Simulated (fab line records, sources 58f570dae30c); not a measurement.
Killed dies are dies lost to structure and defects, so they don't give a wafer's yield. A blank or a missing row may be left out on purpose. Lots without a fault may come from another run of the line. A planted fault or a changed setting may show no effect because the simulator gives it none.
One fault seen from 2 desks | flow berkeley_cmos170 | each desk has only its own numbers; what lay behind them comes last

THE METROLOGY DESK
What the gauges read, lot by lot, whatever tool the lot ran on: means of the sampled wafers that have a number. A lot is out of limits, marked OUT, if its mean lies more than 4 standard deviations from the usual mean; the brackets give that distance.
Columns: A = cd_nm at UCB170_GATE_CD_MEAS_12, usual 350.0 nm
lot  | first seen here | A
L421 | day 5 21:14     | 350.9
L423 | day 6 10:53     | 349.6
L422 | day 6 11:09     | 350.4
L424 | day 6 20:26     | 350.3
L425 | day 6 22:07     | 345.8
L426 | day 6 22:14     | 350.6
L428 | day 7 11:13     | 348.8
L429 | day 7 14:07     | 299.8 (-39) OUT
L430 | day 7 18:16     | 299.7 (-39) OUT
L432 | day 8 09:38     | 310.2 (-31) OUT
L437 | day 9 13:32     | 350.2
L438 | day 9 13:35     | 351.6
L440 | day 9 21:55     | 348.8
L439 | day 9 22:10     | 350.5
L441 | day 10 06:22    | 351.3
This desk's finding: out of limits on L429, L430, L432; first on L429, day 7 14:07 (cd_nm at UCB170_GATE_CD_MEAS_12). In limits: L421, L423, L422, L424, L425, L426, L428, L437, L438, L440, L439, L441.

THE TOOL OWNER'S DESK: litho_track-01
The tool's own readings at UCB170_GATE_SOFTBAKE_08 (time 60 s): means of the sampled wafers that have a number, for each lot that ran on this tool. A lot is out of limits, marked OUT, if its mean lies more than 4 standard deviations from the usual mean; the brackets give that distance.
Columns: A = heater_power_total_W at UCB170_GATE_SOFTBAKE_08, usual 56.80 W; B = plate_temp_C at UCB170_GATE_SOFTBAKE_08, usual 129.99 C
lot  | first seen here | A                       | B
L421 | day 5 19:00     | 56.77                   | 130.08
L425 | day 6 21:00     | 56.84                   | 129.99
L429 | day 7 13:00     | 65.54 (+99 or more) OUT | 145.17 (+99 or more) OUT
L430 | day 7 17:00     | 65.53 (+99 or more) OUT | 145.06 (+99 or more) OUT
L432 | day 8 08:00     | 65.58 (+99 or more) OUT | 145.15 (+99 or more) OUT
This desk's finding: out of limits on L429, L430, L432; first on L429, day 7 13:00 (heater_power_total_W at UCB170_GATE_SOFTBAKE_08). In limits: L421, L425.

PUT TOGETHER
The tool owner's desk could have raised an alarm at day 7 13:00, on L429, L430, L432.
The metrology desk could have raised an alarm at day 7 14:07, on L429, L430, L432.
Of the lots named, all ran UCB170_GATE_SOFTBAKE_08 on litho_track-01.

WHAT THE SIMULATOR HAD PUT IN
Process parameter drift: litho_track-01, from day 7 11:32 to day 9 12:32, at UCB170_GATE_SOFTBAKE_08. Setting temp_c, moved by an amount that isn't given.
Lots struck among those shown: L429, L430, L432.
Hours from the fault's start to each desk's first reading out of limits: the tool owner's desk, 1; the metrology desk, 3.
